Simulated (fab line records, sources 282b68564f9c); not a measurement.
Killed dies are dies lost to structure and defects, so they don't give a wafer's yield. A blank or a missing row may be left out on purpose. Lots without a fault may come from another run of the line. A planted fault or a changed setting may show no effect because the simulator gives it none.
A struck lot beside a sound one | flow rit_cmos | 14 steps out of a route of 202
Sound: wafers L452.2, L452.4, L452.5. Struck: wafers L456.1, L456.2, L456.5. The cause comes at the end.
At each step with rows: each side's tool, then ch and its chambers, then its first start. Under that, the readings that differ: sound wafers | struck wafers | difference of the means | sigmas: that difference in standard deviations of wafers without a fault.
alike: readings whose means differ by less than 2 such deviations, and words and numbers that are the same on both sides. not compared: withheld readings, readings that some wafer has no value for, bounds like >300 that may hide the same value, and numbers for which the record gives no deviation and whose values overlap.
The two part at a step that has a row with sigmas, a row that says differs or no value, or rows on one side only. Numbers that don't overlap but have no deviation are shown without sigmas and don't part them. A reading that every wafer of one side lacks parts them only if that side has two wafers or more.

first, 1 step without rows for these wafers: RIT_SILICIDE_WET_ETCH_00 (etches SiO2 in BOE, target depth 14 nm, time 15 s).
RIT_SILICIDE_SPUTTER_01: material Ti, target thk 30 nm, time 240 s.
  sound on pvd_sputter-04, day 3 20:59; struck on pvd_sputter-04, day 4 18:38
  alike: throttle_valve_pct
RIT_SILICIDE_RS_MEAS_02: measures by four-point-probe.
  sound on film_metro-02, day 3 21:09; struck on film_metro-02, day 4 18:47
  alike: SILICIDE_TI_RS
RIT_SILICIDE_THK_MEAS_03: measures by xrf.
  sound on film_metro-02, day 3 21:16; struck on film_metro-02, day 4 18:54
  alike: SILICIDE_TI_THK
RIT_SILICIDE_RTA_04: time 10 s, ramp up 5 s, ramp down 5 s.
  sound on rtp_anneal-02 ch 0, day 3 21:19; struck on rtp_anneal-02 ch 0, day 4 18:58
  alike: wafer_temp_C_max
then, 1 step without rows for these wafers: RIT_SILICIDE_WET_ETCH_05 (etches Ti in SPM, time 120 s).
RIT_SILICIDE_RTA_06: time 10 s, ramp up 5 s, ramp down 10 s.
  sound on rtp_anneal-01 ch 0, day 3 21:25; struck on rtp_anneal-01 ch 0, day 4 19:04
  alike: wafer_temp_C_max
RIT_CONTACT_CVD_00: deposits SiO2 from TEOS, target thk 400 nm, time 61 s.
  sound on pecvd-04 ch 1,2, day 3 21:29; struck on pecvd-02 ch 0,1,2, day 4 19:08
  alike: heater_power_w, susceptor_temp_C
RIT_CONTACT_THK_MEAS_01:
  sound on film_metro-01, day 3 21:32; struck on film_metro-03, day 4 19:11
  alike: CONTACT_TEOS_THK
then, 3 steps without rows for these wafers: RIT_CONTACT_HMDS_02 (prime time 60 s); RIT_CONTACT_COAT_03 (resist thk 1000 nm); RIT_CONTACT_SOFTBAKE_04 (time 60 s).
RIT_CONTACT_EXPOSE_05: exposes mask M11, target cd 1000 nm.
  sound on iline_stepper-01 ch 0, day 3 22:11; struck on iline_stepper-02, day 4 19:42
  no value came back on the struck wafers for exposure_dose_mJ_cm2, focus_offset_nm (nm), stage_vel_mm_s (mm/s); on the sound wafers exposure_dose_mJ_cm2 reads 250.09 250.00 249.45
  alike: mask
then, 1 step without rows for these wafers: RIT_CONTACT_PEB_06.

WHERE THEY PART
Only at RIT_CONTACT_EXPOSE_05, within this record.

WHY: what the simulator had put in
Skipped step whole: iline_stepper-02, from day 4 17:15 on, at RIT_CONTACT_EXPOSE_05. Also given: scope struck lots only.
